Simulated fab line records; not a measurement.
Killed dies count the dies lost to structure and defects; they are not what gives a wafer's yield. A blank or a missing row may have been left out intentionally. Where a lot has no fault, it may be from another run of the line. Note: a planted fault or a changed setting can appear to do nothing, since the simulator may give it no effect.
Struck lot and sound lot, side by side    flow berkeley cmos170    17 steps out of a route of 331
Sound: wafers L283.3, L283.5, L283.6. The struck wafers were L281.1, L281.4, L281.6. The cause is given at the end.
Per side, at each step with rows, come the tool, then ch with its chambers, and then its first start. Under that, the readings that differ: sound wafers    struck wafers    difference of the means    sigmas: that difference in standard deviations of wafers without a fault.
alike: same words and numbers on both sides, and readings whose means sit less than 2 such deviations apart. not compared: any withheld reading, any reading some wafer has no value for, any bound like >300 that may hide the same value, and any number with overlapping values for which the record gives no deviation.
Wherever a step has rows on one side only, a row that says differs or no value, or a row with sigmas, the two part there. Numbers that have no deviation but don't overlap get no sigmas and don't part them. A reading missing from all wafers of one side parts the sides only when that side holds two or more wafers.

first, 1 step without rows for these wafers: UCB170_ZERO_DEVELOP_05 (develop time 45 s).
UCB170_ZERO_ETCH_06: etches SiO2 in CHF3/CF4/Ar, time 12 s.
  sound on rie diel-04 ch 0,1,2, day 3 18:34; struck on rie diel-04 ch 1,3, day 3 11:01
  alike: CHF3_flow_sccm, chamber pressure mTorr, drypump motor current A, oes product au, rf fwd power W, throttle valve pct
  not compared: rf hours counter h
UCB170_ZERO_STRIP_07: strips in O2.
  sound on plasma asher-01 ch 0,1, day 3 18:37; struck on plasma asher-04 ch 0,1, day 3 11:02
  alike: chamber pressure mTorr, drypump motor current A, oes product au, strip time to endpoint s
  not compared: rf hours counter h
then, 2 steps without rows for these wafers: UCB170_NWELL_WET_ETCH_00 (etches SiO2 in dHF, time 200 s); UCB170_NWELL_OXIDATION_01 (target thk 26.4 nm, ox time 1260 s).
UCB170_NWELL_THK_MEAS_02:
  sound on film metro-04 at day 3 22:47; struck on film metro-04 at day 3 16:13
  alike: NWELL_OXIDE_THK
then, 2 steps without rows for these wafers: UCB170_NWELL_ANNEAL_03 (time 900 s); UCB170_NWELL_CVD_04 (deposits Si3N4 from SiH2Cl2/NH3, target thk 224 nm, time 3360 s).
UCB170_NWELL_THK_MEAS_05:
  sound on film metro-02 at day 4 04:15; struck on film metro-04 at day 3 23:59
  alike: NWELL_NITRIDE_THK
then, 3 steps without rows for these wafers: UCB170_NWELL_HMDS_06 (prime time 60 s); UCB170_NWELL_COAT_07 (resist thk 900 nm); UCB170_NWELL_SOFTBAKE_08 (time 60 s).
UCB170_NWELL_EXPOSE_09: exposes mask NWELL, target cd 3000 nm.
  sound on krf scanner-01 ch 0, day 4 04:54; struck on krf scanner-02 ch 0, day 4 00:43
reading                        sound                 struck             difference  sigmas
model.NWELL.overlay x nm (nm)  -4.976 -4.976 -4.976  677.3 677.3 677.3  +682.3      
  alike: mask, exposure dose mJ cm2
then, 2 steps without rows for these wafers: UCB170_NWELL_PEB_10; UCB170_NWELL_DEVELOP_11 (develop time 45 s).
UCB170_NWELL_OVL_MEAS_12:
  sound on overlay-01 at day 4 05:29; struck on overlay-02 at day 4 01:33
reading         sound     struck       difference  sigmas
NWELL_OVL (nm)  -1 -3 -1  682 685 687  +686        +99 or more
  not compared: hold
UCB170_M3_PROBE_99:
  the record holds rows for the sound wafers here (prober-02, day 9 22:15) but none for the struck ones

WHERE THEY PART
First at UCB170_NWELL_OVL_MEAS_12; last, within this record, at UCB170_M3_PROBE_99.

WHY: the cause the simulator had injected
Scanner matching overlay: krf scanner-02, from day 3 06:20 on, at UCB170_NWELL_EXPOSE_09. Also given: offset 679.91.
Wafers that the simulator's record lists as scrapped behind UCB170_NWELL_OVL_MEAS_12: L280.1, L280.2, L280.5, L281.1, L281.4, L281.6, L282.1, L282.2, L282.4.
